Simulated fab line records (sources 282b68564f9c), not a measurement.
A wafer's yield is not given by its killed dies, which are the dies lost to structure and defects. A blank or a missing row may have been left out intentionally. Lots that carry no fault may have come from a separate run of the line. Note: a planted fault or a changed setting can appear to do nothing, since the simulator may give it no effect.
Which of the tools did it? || flow rit-cmos || 42 wafers from 14 lots sampled at 5 of the route's 202 steps

## WHAT THE GAUGES SHOWED, per wafer
RIT_NWELL_TW_MEAS_10.
{"lot": "L548", "measured": "day 1 22:36", "on": "film-metro-03", "NWELL_TW": "2149 2130 2156"}
{"lot": "L549", "measured": "day 2 02:07", "on": "film-metro-01", "NWELL_TW": "2159 2162 2164"}
{"lot": "L550", "measured": "day 2 08:34", "on": "film-metro-01", "NWELL_TW": "2148 2162 2164"}
{"lot": "L551", "measured": "day 2 13:21", "on": "film-metro-01", "NWELL_TW": "2156 2156 2176"}
{"lot": "L552", "measured": "day 2 17:52", "on": "film-metro-03", "NWELL_TW": "2149 2145 2151"}
{"lot": "L554", "measured": "day 3 02:47", "on": "film-metro-02", "NWELL_TW": "2134 2134 2136"}
{"lot": "L555", "measured": "day 3 09:01", "on": "film-metro-02", "NWELL_TW": "2134 2149 2149"}
{"lot": "L556", "measured": "day 3 13:28", "on": "film-metro-01", "NWELL_TW": "2137 2115 2137"}
{"lot": "L557", "measured": "day 3 18:51", "on": "film-metro-01", "NWELL_TW": "2133 2128 2112"}
{"lot": "L558", "measured": "day 3 23:02", "on": "film-metro-01", "NWELL_TW": "2122 2140 2132"}
{"lot": "L560", "measured": "day 4 09:13", "on": "film-metro-02", "NWELL_TW": "2142 2136 2160"}
{"lot": "L564", "measured": "day 5 04:52", "on": "film-metro-02", "NWELL_TW": "2150 2138 2142"}
{"lot": "L569", "measured": "day 6 05:53", "on": "film-metro-03", "NWELL_TW": "2156 2157 2153"}
{"lot": "L570", "measured": "day 6 10:59", "on": "film-metro-03", "NWELL_TW": "2167 2135 2159"}

RIT_WELLDRIVE_RS_MEAS_01: measurement is done with a four-point probe.
{"lot": "L548", "measured": "day 2 06:01", "on": "film-metro-02", "NWELL_RS (ohm/sq)": "272.2 271.8 271.9"}
{"lot": "L549", "measured": "day 2 09:10", "on": "film-metro-03", "NWELL_RS (ohm/sq)": "271.4 271.8 272.4"}
{"lot": "L550", "measured": "day 2 15:15", "on": "film-metro-02", "NWELL_RS (ohm/sq)": "271.0 271.2 271.2"}
{"lot": "L551", "measured": "day 2 20:03", "on": "film-metro-01", "NWELL_RS (ohm/sq)": "271.9 271.5 271.5"}
{"lot": "L552", "measured": "day 3 01:44", "on": "film-metro-02", "NWELL_RS (ohm/sq)": "272.5 272.2 271.7"}
{"lot": "L554", "measured": "day 3 09:49", "on": "film-metro-03", "NWELL_RS (ohm/sq)": "272.3 272.0 272.1"}
{"lot": "L555", "measured": "day 3 15:55", "on": "film-metro-01", "NWELL_RS (ohm/sq)": "271.8 270.9 272.3"}
{"lot": "L556", "measured": "day 3 20:13", "on": "film-metro-02", "NWELL_RS (ohm/sq)": "271.0 271.0 271.0"}
{"lot": "L557", "measured": "day 4 01:32", "on": "film-metro-02", "NWELL_RS (ohm/sq)": "270.9 270.5 272.1"}
{"lot": "L558", "measured": "day 4 05:55", "on": "film-metro-02", "NWELL_RS (ohm/sq)": "272.2 270.8 269.9"}
{"lot": "L560", "measured": "day 4 15:55", "on": "film-metro-02", "NWELL_RS (ohm/sq)": "271.6 271.2 270.9"}
{"lot": "L564", "measured": "day 5 12:25", "on": "film-metro-03", "NWELL_RS (ohm/sq)": "269.9 270.0 270.0"}
{"lot": "L569", "measured": "day 6 13:32", "on": "film-metro-02", "NWELL_RS (ohm/sq)": "270.9 270.6 271.9"}
{"lot": "L570", "measured": "day 6 17:41", "on": "film-metro-03", "NWELL_RS (ohm/sq)": "271.7 271.9 270.9"}

RIT_GATE_THK_MEAS_09.
{"lot": "L548", "measured": "day 2 12:52", "on": "film-metro-01", "GATE_POLY_THK (nm)": "249.3 249.7 249.6"}
{"lot": "L549", "measured": "day 2 15:59", "on": "film-metro-01", "GATE_POLY_THK (nm)": "251.8 252.5 253.5"}
{"lot": "L550", "measured": "day 2 23:03", "on": "film-metro-03", "GATE_POLY_THK (nm)": "248.8 249.2 249.1"}
{"lot": "L551", "measured": "day 3 03:09", "on": "film-metro-01", "GATE_POLY_THK (nm)": "249.3 250.4 249.2"}
{"lot": "L552", "measured": "day 3 09:41", "on": "film-metro-01", "GATE_POLY_THK (nm)": "246.2 247.6 247.8"}
{"lot": "L554", "measured": "day 3 17:04", "on": "film-metro-01", "GATE_POLY_THK (nm)": "248.3 245.8 247.1"}
{"lot": "L555", "measured": "day 3 23:13", "on": "film-metro-04", "GATE_POLY_THK (nm)": "246.0 246.5 247.3"}
{"lot": "L556", "measured": "day 4 03:10", "on": "film-metro-01", "GATE_POLY_THK (nm)": "249.0 247.7 251.9"}
{"lot": "L557", "measured": "day 4 09:47", "on": "film-metro-03", "GATE_POLY_THK (nm)": "249.9 249.6 250.9"}
{"lot": "L558", "measured": "day 4 13:12", "on": "film-metro-01", "GATE_POLY_THK (nm)": "247.9 248.1 246.1"}
{"lot": "L560", "measured": "day 4 23:22", "on": "film-metro-03", "GATE_POLY_THK (nm)": "247.5 246.6 248.3"}
{"lot": "L564", "measured": "day 5 19:32", "on": "film-metro-03", "GATE_POLY_THK (nm)": "251.2 250.4 251.0"}
{"lot": "L569", "measured": "day 6 21:11", "on": "film-metro-01", "GATE_POLY_THK (nm)": "251.1 253.4 250.7"}
{"lot": "L570", "measured": "day 7 03:36", "on": "film-metro-04", "GATE_POLY_THK (nm)": "248.7 249.5 250.3"}

RIT_SDANNEAL_RS_MEAS_06: measurement is done with a four-point probe.
{"lot": "L548", "measured": "day 3 03:04", "on": "film-metro-03", "PLDD_RS (ohm/sq)": "179.0 179.0 179.5"}
{"lot": "L549", "measured": "day 3 06:04", "on": "film-metro-02", "PLDD_RS (ohm/sq)": "177.8 178.0 178.2"}
{"lot": "L550", "measured": "day 3 13:13", "on": "film-metro-03", "PLDD_RS (ohm/sq)": "178.6 178.9 178.7"}
{"lot": "L551", "measured": "day 3 17:21", "on": "film-metro-02", "PLDD_RS (ohm/sq)": "179.5 179.5 179.6"}
{"lot": "L552", "measured": "day 3 23:47", "on": "film-metro-03", "PLDD_RS (ohm/sq)": "178.5 178.8 178.5"}
{"lot": "L554", "measured": "day 4 06:53", "on": "film-metro-02", "PLDD_RS (ohm/sq)": "179.4 178.3 179.0"}
{"lot": "L555", "measured": "day 4 13:14", "on": "film-metro-03", "PLDD_RS (ohm/sq)": "178.6 178.9 178.5"}
{"lot": "L556", "measured": "day 4 17:17", "on": "film-metro-03", "PLDD_RS (ohm/sq)": "178.7 179.1 179.1"}
{"lot": "L557", "measured": "day 4 23:29", "on": "film-metro-04", "PLDD_RS (ohm/sq)": "178.0 177.8 178.0"}
{"lot": "L558", "measured": "day 5 03:50", "on": "film-metro-02", "PLDD_RS (ohm/sq)": "178.5 179.2 179.1"}
{"lot": "L560", "measured": "day 5 13:30", "on": "film-metro-03", "PLDD_RS (ohm/sq)": "178.7 178.4 178.8"}
{"lot": "L564", "measured": "day 6 09:26", "on": "film-metro-02", "PLDD_RS (ohm/sq)": "179.2 179.4 179.5"}
{"lot": "L569", "measured": "day 7 12:37", "on": "film-metro-03", "PLDD_RS (ohm/sq)": "180.6 180.5 180.0"}
{"lot": "L570", "measured": "day 7 17:43", "on": "film-metro-02", "PLDD_RS (ohm/sq)": "180.8 180.5 180.1"}

## TOOL THAT RAN EACH LOT (tool first, then ch and the chambers of the sampled wafers, then the start)
{"lot": "L548", "RIT_PLDD_IMPLANT_08": "implanter-03 ch 0, day 2 20:20"}
{"lot": "L549", "RIT_PLDD_IMPLANT_08": "implanter-02 ch 0, day 2 23:26"}
{"lot": "L550", "RIT_PLDD_IMPLANT_08": "implanter-03 ch 0, day 3 06:40"}
{"lot": "L551", "RIT_PLDD_IMPLANT_08": "implanter-03 ch 0, day 3 10:39"}
{"lot": "L552", "RIT_PLDD_IMPLANT_08": "implanter-03 ch 0, day 3 17:07"}
{"lot": "L554", "RIT_PLDD_IMPLANT_08": "implanter-03 ch 0, day 4 00:16"}
{"lot": "L555", "RIT_PLDD_IMPLANT_08": "implanter-02 ch 0, day 4 06:43"}
{"lot": "L556", "RIT_PLDD_IMPLANT_08": "implanter-02 ch 0, day 4 10:35"}
{"lot": "L557", "RIT_PLDD_IMPLANT_08": "implanter-03 ch 0, day 4 16:58"}
{"lot": "L558", "RIT_PLDD_IMPLANT_08": "implanter-02 ch 0, day 4 20:40"}
{"lot": "L560", "RIT_PLDD_IMPLANT_08": "implanter-02 ch 0, day 5 06:32"}
{"lot": "L564", "RIT_PLDD_IMPLANT_08": "implanter-02 ch 0, day 6 03:01"}
{"lot": "L569", "RIT_PLDD_IMPLANT_08": "implanter-03 ch 0, day 7 06:00"}
{"lot": "L570", "RIT_PLDD_IMPLANT_08": "implanter-03 ch 0, day 7 11:05"}
- RIT_PLDD_IMPLANT_08

## AS READ BY THE TOOLS THEMSELVES (means over the sampled wafers that have a number; for cases with no such wafer, the mark the record gives instead)
RIT_PLDD_IMPLANT_08.
{"lot": "L548", "tool": "implanter-03", "beam-energy-keV": 19.999}
{"lot": "L549", "tool": "implanter-02", "beam-energy-keV": 19.997}
{"lot": "L550", "tool": "implanter-03", "beam-energy-keV": 20.002}
{"lot": "L551", "tool": "implanter-03", "beam-energy-keV": 19.995}
{"lot": "L552", "tool": "implanter-03", "beam-energy-keV": 20.010}
{"lot": "L554", "tool": "implanter-03", "beam-energy-keV": 19.994}
{"lot": "L555", "tool": "implanter-02", "beam-energy-keV": 19.999}
{"lot": "L556", "tool": "implanter-02", "beam-energy-keV": 19.998}
{"lot": "L557", "tool": "implanter-03", "beam-energy-keV": 19.994}
{"lot": "L558", "tool": "implanter-02", "beam-energy-keV": 20.003}
{"lot": "L560", "tool": "implanter-02", "beam-energy-keV": 20.001}
{"lot": "L564", "tool": "implanter-02", "beam-energy-keV": 19.996}
{"lot": "L569", "tool": "implanter-03", "beam-energy-keV": 19.558}
{"lot": "L570", "tool": "implanter-03", "beam-energy-keV": 19.557}

## THE ANSWER, worked out from the rows above alone
Rule: what is usual is taken from the lots themselves. Put in order of their means at a reading, lots are off if they are a third of the lots or fewer, leave a main group of 4 or more, and stand apart from it by a gap of 3 or more times the standard deviation of the main group's means; of several such gaps the widest counts. A main group whose means are all the same, to the digits that the tables above print for the reading, isn't used. A lot without any number at a reading at which 4 lots or more have one is off too. Any other lot the step has rows for is counted as sound. After the gauges, taken in route order, come the tools' own readings; for these a lot's mean is taken, as printed above. The first step at which some lot is off is used, and at that step the reading that is off furthest; a lot without a number counts as furthest.
Off: L569, L570, at RIT_PLDD_IMPLANT_08 (beam-energy-keV). The main group has a mean of 19.999 with a standard deviation of 0.0044.
If a tool, at that step or one of the process steps before it, ran each lot that is off and ran no sound lot following the first of them, it fits. One fits: RIT_PLDD_IMPLANT_08 on implanter-03. Its last sound lot is L557 (day 4 16:58), its first lot that is off L569 (day 7 06:00): a fault that began between those two fits.
On the lots that are off, the tool's own readings at RIT_PLDD_IMPLANT_08 differ by more than 5 times the standard deviation of the sound lots' means, which bears it out; beam-energy-keV reads 19.557 there versus 19.999 on the sound lots.

## WHAT HAD BEEN PUT IN BY THE SIMULATOR
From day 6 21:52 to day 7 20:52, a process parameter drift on implanter-03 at RIT_PLDD_IMPLANT_08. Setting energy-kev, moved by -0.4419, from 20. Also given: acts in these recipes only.
Shown lots that were struck: L569, L570. The same result came from the rule above.
